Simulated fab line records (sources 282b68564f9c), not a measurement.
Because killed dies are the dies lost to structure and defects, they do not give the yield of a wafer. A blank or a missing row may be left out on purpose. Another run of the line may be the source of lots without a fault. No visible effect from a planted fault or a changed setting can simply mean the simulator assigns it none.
Problem report, 8D (eight disciplines) form, completed by code | flow rit_cmos | the parts of the form that need people (team, actions taken, sign-off) are left out

== 1. PROBLEM STATEMENT ==
A mean of 210.5 s is read at RIT_GATE_ETCH_19 for run_length_s, taken on 1 wafer of 1 lot, against 193.3 s (standard deviation 0.54) on wafers free of any fault. Measured from the usual mean, that is +32 standard deviations.
The step: etches poly-Si in SF6/CHF3/O2, stops on SiO2, time 165 s, target depth 312.5 nm.
Earliest sighting: wafer L269.2 on rie_si-01 at day 4 14:44. The record holds 39 wafers of 13 lots with a number at this step. The rule behind "out" and "out of limits": a value lying over 4 standard deviations away from the usual mean. All remaining wafers that have a number are taken as sound.

== 2. WHAT IT IS, WHAT IT ISN'T ==
question                    | is                           | is not
which readings at this step | run_length_s, oes_product_au | drypump_motor_current_A, throttle_valve_pct
which lots                  | L269                         | L259, L261, L262, L263, L264, L265, L266, L270, L276, L278, L280, L282
which wafers of those lots  | L269.2                       | L269.1, L269.3
read on which tools         | rie_si-01                    | rie_si-02
when                        | from day 4 14:44             | up to then (23 sound wafers); but 15 sound wafers of L270, L276, L278, L280, L282 came after

== 3. SUSPECTS, AND WHAT RULES EACH OUT ==
Counting: if a tool at a process step up to the reading ran every lot that is out, it stays a suspect. Sound lots after the first of them don't rule it out here, since some wafers of a struck lot are sound.
- rie_si-01 at RIT_GATE_ETCH_19 (etches poly-Si in SF6/CHF3/O2, stops on SiO2, time 165 s, target depth 312.5 nm): kept. It processed L269, the lot that is out, at day 4 14:44, and its most recent sound lot before then was L265 at day 3 18:02. Out on those wafers are its own readings of oes_product_au, run_length_s.
- Within rie_si-01 at RIT_GATE_ETCH_19: the wafers that are out ran in chamber 2; their sound lot-mates ran in chambers 0, 1.
Left after counting: rie_si-01 at RIT_GATE_ETCH_19.

== 4. THE CAUSE (what the simulator had put in) ==
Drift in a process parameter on rie_si-01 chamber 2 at RIT_GATE_ETCH_19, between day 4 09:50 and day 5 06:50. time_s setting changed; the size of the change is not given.
Only this tool survived the counting.

== 5. THE CHAIN OF EFFECTS, in route order ==
Each row: a reading whose mean over the struck wafers that have a number lies more than 3 standard deviations from the usual. Scope: only readings with a usual standard deviation given in the record; hours: median across lots of the time from each lot's start at the first step in this table that gives one to its start at this step; sigmas: change in usual standard deviations.
hours | step             | reading        | usual      | on struck wafers | change | sigmas
0     | RIT_GATE_ETCH_19 | oes_product_au | 0.851 a.u. | 0.765            | -0.086 | -5.4
0     | RIT_GATE_ETCH_19 | run_length_s   | 193.3 s    | 210.5            | +17.2  | +32
Its process steps:
- RIT_GATE_ETCH_19: etches poly-Si in SF6/CHF3/O2, stops on SiO2, time 165 s, target depth 312.5 nm.

== 6. HOW IT WOULD HAVE BEEN CAUGHT EARLIER ==
In this record no reading fell out of limits until day 4 14:44, 5 hours after the fault had begun at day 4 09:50.
